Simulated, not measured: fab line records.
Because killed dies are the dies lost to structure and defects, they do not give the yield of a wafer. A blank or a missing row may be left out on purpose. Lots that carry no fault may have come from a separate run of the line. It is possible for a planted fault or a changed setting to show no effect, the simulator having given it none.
Split-lot experiment / flow berkeley_cmos170 / route with 331 steps; 5 lots, 23 wafers read

## ABOUT THE SPLIT
At UCB170_NLDD_IMPLANT_09, the setting energy_kev was moved away from the recipe's 30 on 9 of the 23 wafers read, by -5.7% to +4.5%. This setting was run at the recipe's value on the other wafers.

The reading comes from the split's own step.

## THE READING
The simulator's own value implant.drp_nm, read by no gauge, in nm at UCB170_NLDD_IMPLANT_09. The file gives no usual value for it.

wafer=L077.1; tool, chamber at the split=implanter-02, 0; energy_kev as run=30; against the recipe=recipe; implant.drp_nm, nm=9.611; against lot-mates on the recipe=-
wafer=L077.2; tool, chamber at the split=implanter-02, 0; energy_kev as run=30; against the recipe=recipe; implant.drp_nm, nm=9.611; against lot-mates on the recipe=-
wafer=L077.5; tool, chamber at the split=implanter-02, 0; energy_kev as run=30; against the recipe=recipe; implant.drp_nm, nm=9.611; against lot-mates on the recipe=-
wafer=L077.4; tool, chamber at the split=implanter-02, 0; energy_kev as run=31.34; against the recipe=+4.5%; implant.drp_nm, nm=9.924; against lot-mates on the recipe=+0.313
wafer=L077.6; tool, chamber at the split=implanter-02, 0; energy_kev as run=31.34; against the recipe=+4.5%; implant.drp_nm, nm=9.924; against lot-mates on the recipe=+0.313
wafer=L075.1; tool, chamber at the split=implanter-01, 0; energy_kev as run=30; against the recipe=recipe; implant.drp_nm, nm=9.611; against lot-mates on the recipe=-
wafer=L075.3; tool, chamber at the split=implanter-01, 0; energy_kev as run=30; against the recipe=recipe; implant.drp_nm, nm=9.611; against lot-mates on the recipe=-
wafer=L075.6; tool, chamber at the split=implanter-01, 0; energy_kev as run=30; against the recipe=recipe; implant.drp_nm, nm=9.611; against lot-mates on the recipe=-
wafer=L080.1; tool, chamber at the split=implanter-01, 0; energy_kev as run=30; against the recipe=recipe; implant.drp_nm, nm=9.611; against lot-mates on the recipe=-
wafer=L080.6; tool, chamber at the split=implanter-01, 0; energy_kev as run=30; against the recipe=recipe; implant.drp_nm, nm=9.611; against lot-mates on the recipe=-
wafer=L080.3; tool, chamber at the split=implanter-01, 0; energy_kev as run=29.08; against the recipe=-3.1%; implant.drp_nm, nm=9.395; against lot-mates on the recipe=-0.216
wafer=L080.4; tool, chamber at the split=implanter-01, 0; energy_kev as run=29.08; against the recipe=-3.1%; implant.drp_nm, nm=9.395; against lot-mates on the recipe=-0.216
wafer=L080.5; tool, chamber at the split=implanter-01, 0; energy_kev as run=29.08; against the recipe=-3.1%; implant.drp_nm, nm=9.395; against lot-mates on the recipe=-0.216
wafer=L082.1; tool, chamber at the split=implanter-02, 0; energy_kev as run=30; against the recipe=recipe; implant.drp_nm, nm=9.611; against lot-mates on the recipe=-
wafer=L082.2; tool, chamber at the split=implanter-02, 0; energy_kev as run=30; against the recipe=recipe; implant.drp_nm, nm=9.611; against lot-mates on the recipe=-
wafer=L082.3; tool, chamber at the split=implanter-02, 0; energy_kev as run=30; against the recipe=recipe; implant.drp_nm, nm=9.611; against lot-mates on the recipe=-
wafer=L082.5; tool, chamber at the split=implanter-02, 0; energy_kev as run=29.04; against the recipe=-3.2%; implant.drp_nm, nm=9.386; against lot-mates on the recipe=-0.225
wafer=L082.6; tool, chamber at the split=implanter-02, 0; energy_kev as run=29.04; against the recipe=-3.2%; implant.drp_nm, nm=9.386; against lot-mates on the recipe=-0.225
wafer=L084.1; tool, chamber at the split=implanter-04, 0; energy_kev as run=30; against the recipe=recipe; implant.drp_nm, nm=9.611; against lot-mates on the recipe=-
wafer=L084.4; tool, chamber at the split=implanter-04, 0; energy_kev as run=30; against the recipe=recipe; implant.drp_nm, nm=9.611; against lot-mates on the recipe=-
wafer=L084.5; tool, chamber at the split=implanter-04, 0; energy_kev as run=30; against the recipe=recipe; implant.drp_nm, nm=9.611; against lot-mates on the recipe=-
wafer=L084.2; tool, chamber at the split=implanter-04, 0; energy_kev as run=28.28; against the recipe=-5.7%; implant.drp_nm, nm=9.208; against lot-mates on the recipe=-0.403
wafer=L084.6; tool, chamber at the split=implanter-04, 0; energy_kev as run=28.28; against the recipe=-5.7%; implant.drp_nm, nm=9.208; against lot-mates on the recipe=-0.403

FIT RESULTS
A straight line over all 23 wafers: implant.drp_nm changes by +0.0702 nm for each +1% of energy_kev; r = +1.00; the points scatter about the line by 0.00028 nm.
The same after taking each lot's own level away (the mean of its wafers on the recipe; 23 wafers): +0.0702 nm for each +1%; r = +1.00; scatter 0.00028 nm.
That fit puts the effect of the largest move of energy_kev on the reading at 0.4 nm.
The lots' own levels span 9.6110 to 9.6110 nm.
Consequently the slope shifts little with the lot-to-lot level, the two slopes agreeing.
Check: -0.403 nm against its lot-mates is what the line predicts for one of the wafers moved furthest among these (-5.7%) when that wafer is left out of the fit. It came out at -0.403 nm against them.

## THESE WAFERS: OTHER SPLITS
Note: prior to the reading, these wafers also went through further splits. Each is held against what the fit with the lots' levels taken away leaves over:
other split on the same wafers=UCB170_GATE_EXPOSE_09 dose_mj; wafers away from the commonest value=10; r with implant.drp_nm (lot level and that fit taken away)=+0.25

## THE WHOLE CHAIN: every reading that the file lists as answering this split, in the file's order
step=UCB170_NLDD_IMPLANT_09; what it does=; reading=implant.rp_nm (the simulator's own value, which no gauge read); change (the file's fit)=+0.162 nm for each +1% of the setting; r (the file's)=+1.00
step=UCB170_NLDD_IMPLANT_09; what it does=; reading=implant.drp_nm (the simulator's own value, which no gauge read); change (the file's fit)=+0.0702 nm for each +1% of the setting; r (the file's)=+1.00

## THE FILE'S OWN FIT
implant.drp_nm changes by +0.0702 nm for each +1% of energy_kev, r = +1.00.
